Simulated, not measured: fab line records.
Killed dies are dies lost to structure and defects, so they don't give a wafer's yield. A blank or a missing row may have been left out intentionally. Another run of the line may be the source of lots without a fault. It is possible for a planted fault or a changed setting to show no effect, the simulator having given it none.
8D (eight disciplines) problem report, filled in by code + flow berkeley-cmos170 + the parts of the form that need people (team, actions taken, sign-off) are left out

1. WHAT WENT WRONG
Wafers without a fault read 0.5000 Pa, standard deviation 0.0009; chamber-pressure-pa at UCB170_SILICIDE_SPUTTER_01 reads a mean of 0.5478 Pa on 6 wafers belonging to 2 lots. That puts it +53 standard deviations away from the usual mean.
The step: material Ti, target thk 30 nm, time 25 s.
First observed at day 9 08:02: wafer L430.2, on pvd-sputter-01. The record holds 42 wafers of 14 lots with a number at this step. By rule, "out" or "out of limits" means more than 4 standard deviations away from the usual mean. The rest of the wafers with a number are treated as sound.

2. WHAT IT IS, AND WHAT IT ISN'T
| question                    | is                     | is not                                                                                                         |
|-----------------------------|------------------------|----------------------------------------------------------------------------------------------------------------|
| which readings at this step | chamber-pressure-pa    | -                                                                                                              |
| which lots                  | L430, L432             | L424, L426, L427, L428, L434, L437, L440, L442, L444, L445, L446, L447                                         |
| which wafers of those lots  | all that have a number | -                                                                                                              |
| read on which tools         | pvd-sputter-01         | pvd-sputter-02, pvd-sputter-03                                                                                 |
| when                        | from day 9 08:02       | up to then (12 sound wafers); but 24 sound wafers of L434, L437, L440, L442, L444, L445, L446, L447 came after |

3. SUSPECTS, AND WHAT RULES EACH OUT
Counting: a tool at any process step up to the reading remains a suspect when it ran all the lots that are out and ran no sound lot after the first of those.
- pvd-sputter-01 at UCB170_SILICIDE_SPUTTER_01 (material Ti, target thk 30 nm, time 25 s): ruled out as a lasting fault. Sound lots L447 ran on it after its first lot that is out, L430 (day 9 08:02).
Left after counting: nothing in the record.

4. THE CAUSE (what the simulator had put in)
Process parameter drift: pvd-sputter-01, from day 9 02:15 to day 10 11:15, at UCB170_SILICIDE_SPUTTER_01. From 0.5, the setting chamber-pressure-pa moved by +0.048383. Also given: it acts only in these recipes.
Counting ruled it out, wrongly.

5. THE CHAIN OF EFFECTS, in route order
Each row: a reading whose mean over the struck wafers that have a number lies more than 3 standard deviations from the usual. Only readings whose record carries a usual standard deviation are examined. hours: median over the lots of the time between each lot's start at the first step of this table that gives one and its start at this step. sigmas: the change, counted in usual standard deviations.
| hours | step                       | reading             | usual     | on struck wafers | change  | sigmas |
|-------|----------------------------|---------------------|-----------|------------------|---------|--------|
| 0     | UCB170_SILICIDE_SPUTTER_01 | chamber-pressure-pa | 0.5000 Pa | 0.5478           | +0.0478 | +53    |
Process steps it contains:
- UCB170_SILICIDE_SPUTTER_01: material Ti, target thk 30 nm, time 25 s.

6. HOW IT WOULD HAVE BEEN CAUGHT EARLIER
6 hours passed between the start of the fault at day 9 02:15 and the first reading out of limits in this record, taken at day 9 08:02.
